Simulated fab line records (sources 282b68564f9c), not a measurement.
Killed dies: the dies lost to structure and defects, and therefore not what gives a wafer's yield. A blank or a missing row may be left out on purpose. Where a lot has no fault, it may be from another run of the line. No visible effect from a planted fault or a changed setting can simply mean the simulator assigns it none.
Problem report, 8D (eight disciplines) form, completed by code / flow rit_cmos / the parts of the form that need people (team, actions taken, sign-off) are left out

## 1. WHAT IS WRONG
ACTIVE_NITRIDE_THK at RIT_ACTIVE_THK_MEAS_04 reads a mean of 196.7 nm on 6 wafers of 2 lots; wafers without a fault read 150.4 nm with a standard deviation of 1.4. That puts it +33 standard deviations away from the usual mean.
First seen on wafer L983.2, day 3 12:07, on film_metro-03. The record has a number at this step for 42 wafers belonging to 14 lots. The rule behind "out" and "out of limits": a value lying over 4 standard deviations away from the usual mean. The other wafers with a number count as sound.

## 2. WHAT IT IS; WHAT IT IS NOT
question=which readings at this step | is=ACTIVE_NITRIDE_THK | is not=-
question=which lots | is=L983, L985 | is not=L974, L975, L976, L977, L980, L981, L982, L993, L994, L995, L996, L997
question=which wafers of those lots | is=all that have a number | is not=-
question=read on which gauges | is=film_metro-01, film_metro-03 | is not=film_metro-02
question=when | is=from day 3 12:07 | is not=up to then (21 sound wafers); but 15 sound wafers of L993, L994, L995, L996, L997 came after

## 3. THE SUSPECTS, EACH WITH WHAT RULES IT OUT
Counting: a tool stays on the suspect list if, at a process step up to the reading, it processed all lots that are out and no sound lot following the first of them.
- ruled out: the gauge at RIT_ACTIVE_THK_MEAS_04. The wafers that are out were read on 2 gauges (film_metro-01, film_metro-03).
- lpcvd-01 at RIT_ACTIVE_CVD_03 (deposits Si3N4 from SiH2Cl2/NH3, target thk 150 nm, time 1500 s): ruled out as a lasting fault. Sound lots L996, L997 ran on it after its first lot that is out, L983 (day 3 10:42).
Left after counting: nothing in the record.

## 4. THE CAUSE (what the simulator had put in)
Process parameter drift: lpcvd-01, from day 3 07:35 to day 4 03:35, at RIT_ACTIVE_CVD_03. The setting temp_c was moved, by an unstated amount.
Counting ruled it out, wrongly: the rule takes a fault to strike every lot that its tool runs from its start on, and this one did not.

## 5. THE EFFECT CHAIN, in route order
Each row: a reading whose mean over the struck wafers that have a number lies more than 3 standard deviations from the usual. Only readings whose record carries a usual standard deviation are examined. hours: median over the lots of the time between each lot's start at the first step of this table that gives one and its start at this step. sigmas: the change, counted in usual standard deviations.
hours=0; step=RIT_ACTIVE_CVD_03; reading=spike_tc_centre_C; usual=811.3 C; on struck wafers=827.1; change=+15.8; sigmas=+8.8
hours=0; step=RIT_ACTIVE_CVD_03; reading=spike_tc_load_C; usual=835.4 C; on struck wafers=850.5; change=+15.1; sigmas=+5.6
hours=0; step=RIT_ACTIVE_CVD_03; reading=spike_tc_source_C; usual=830.4 C; on struck wafers=845.8; change=+15.4; sigmas=+9.1
hours=0; step=RIT_ACTIVE_CVD_03; reading=susceptor_temp_C; usual=810.0 C; on struck wafers=825.1; change=+15.1; sigmas=+49
hours=1; step=RIT_ACTIVE_THK_MEAS_04; reading=ACTIVE_NITRIDE_THK; usual=150.4 nm; on struck wafers=196.7; change=+46.3; sigmas=+33
hours=3; step=RIT_ACTIVE_ETCH_13; reading=oes_product_au; usual=0.825 a.u.; on struck wafers=0.956; change=+0.131; sigmas=+12
Process steps it contains:
- RIT_ACTIVE_CVD_03: deposits Si3N4 from SiH2Cl2/NH3, target thk 150 nm, time 1500 s.
- RIT_ACTIVE_ETCH_13: etches Si3N4 in SF6, stops on SiO2, time 210 s, target depth 210 nm.

## 6. WHAT WOULD HAVE CAUGHT IT SOONER
Counted from the fault's start at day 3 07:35, it took 5 hours until the first out-of-limits reading at a measuring or inspecting step in this record, taken at day 3 12:07.
Tool's own readings at RIT_ACTIVE_CVD_03, spike_tc_centre_C, spike_tc_load_C, spike_tc_source_C, susceptor_temp_C: out on all struck wafers the step has rows for; an alarm limit on them would have tripped on the first.
